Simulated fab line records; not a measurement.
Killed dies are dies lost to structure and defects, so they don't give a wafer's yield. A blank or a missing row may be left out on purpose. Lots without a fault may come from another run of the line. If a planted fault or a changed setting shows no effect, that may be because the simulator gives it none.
The same fault as seen by 2 desks + flow berkeley-cmos170 + what lay behind the numbers comes last; until then each desk has only its own

## TOOL OWNER'S DESK, implanter-03
The tool's own readings at UCB170_NLDD_IMPLANT_09: means of the sampled wafers that have a number, for each lot that ran on this tool. If a lot's mean is further than 4 standard deviations from the usual mean, the lot is out of limits and carries the mark OUT (the distance appears in the brackets).
Columns: A = beam-on-s at UCB170_NLDD_IMPLANT_09, usual 9.98 s; B = faraday-current-uA at UCB170_NLDD_IMPLANT_09, usual 159
| lot  | first seen here | A               | B             |
|------|-----------------|-----------------|---------------|
| L569 | day 7 21:49     | 10.22           | 155           |
| L570 | day 7 22:42     | 9.94            | 159           |
| L578 | day 9 03:40     | 14.28 (+20) OUT | 111 (-14) OUT |
| L581 | day 9 17:41     | 14.14 (+19) OUT | 112 (-13) OUT |
This desk's verdict: out of limits on L578, L581, starting with L578 at day 9 03:40 (beam-on-s at UCB170_NLDD_IMPLANT_09). L569, L570: within limits.

## FROM THE METROLOGY DESK
Means of the sampled wafers that have a number, per lot and without regard to the tool the lot ran on: this is what the gauges read. If a lot's mean is further than 4 standard deviations from the usual mean, the lot is out of limits and carries the mark OUT (the distance appears in the brackets).
Columns: A = SCREENOX_OXIDE_THK at UCB170_SCREENOX_THK_MEAS_02, usual 14.25 nm; B = NLDD_TW at UCB170_NLDD_TW_MEAS_11, usual 2211; C = NLDD_RS at UCB170_SDANNEAL_RS_MEAS_05, usual 616.2 ohm/sq
| lot  | first seen here | A     | B               | C               |
|------|-----------------|-------|-----------------|-----------------|
| L571 | day 6 19:52     | 13.90 | 2192            | 616.4           |
| L572 | day 6 19:52     | 14.03 | 2184            | 617.8           |
| L569 | day 6 19:53     | 14.48 | 2183            | 616.9           |
| L570 | day 6 19:55     | 14.04 | 2248            | 615.4           |
| L573 | day 7 06:10     | 14.03 | 2183            | 616.2           |
| L578 | day 8 00:55     | 14.12 | 2339 (+6.1) OUT | 540.3 (-58) OUT |
| L583 | day 8 16:08     | 14.32 | 2199            | 616.9           |
| L584 | day 8 16:11     | 14.33 | 2200            | 617.3           |
| L581 | day 8 16:12     | 14.44 | 2339 (+6.1) OUT | 537.7 (-60) OUT |
| L585 | day 9 18:44     | 14.62 | 2215            | 616.9           |
| L587 | day 9 18:48     | 14.09 | 2189            | 615.9           |
| L589 | day 10 00:13    | 14.51 | 2187            | 615.5           |
| L590 | day 10 11:26    | 14.35 | 2243            | 617.0           |
| L592 | day 10 11:26    | 14.30 | 2223            | 615.5           |
Per this desk, out of limits: L578, L581; the first was L578, day 9 03:55 (NLDD_TW at UCB170_NLDD_TW_MEAS_11). L571, L572, L569, L570, L573, L583, L584, L585, L587, L589, L590, L592: within limits.

## ALL TOGETHER
On L578, L581, at day 9 03:40, an alarm was possible from the tool owner's desk.
Metrology desk: alarm possible at day 9 03:55 on L578, L581.
All the named lots went through UCB170_NLDD_IMPLANT_09 on implanter-03.

## WHAT WAS PUT IN BY THE SIMULATOR
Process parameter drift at UCB170_NLDD_IMPLANT_09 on implanter-03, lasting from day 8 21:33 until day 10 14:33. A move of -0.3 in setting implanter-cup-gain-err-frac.
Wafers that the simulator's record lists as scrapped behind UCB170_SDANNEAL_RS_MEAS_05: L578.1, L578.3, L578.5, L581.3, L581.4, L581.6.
Shown lots that were struck: L578, L581.
Fault start to first reading out of limits, in hours, per desk: tool owner, 6; metrology, 6.
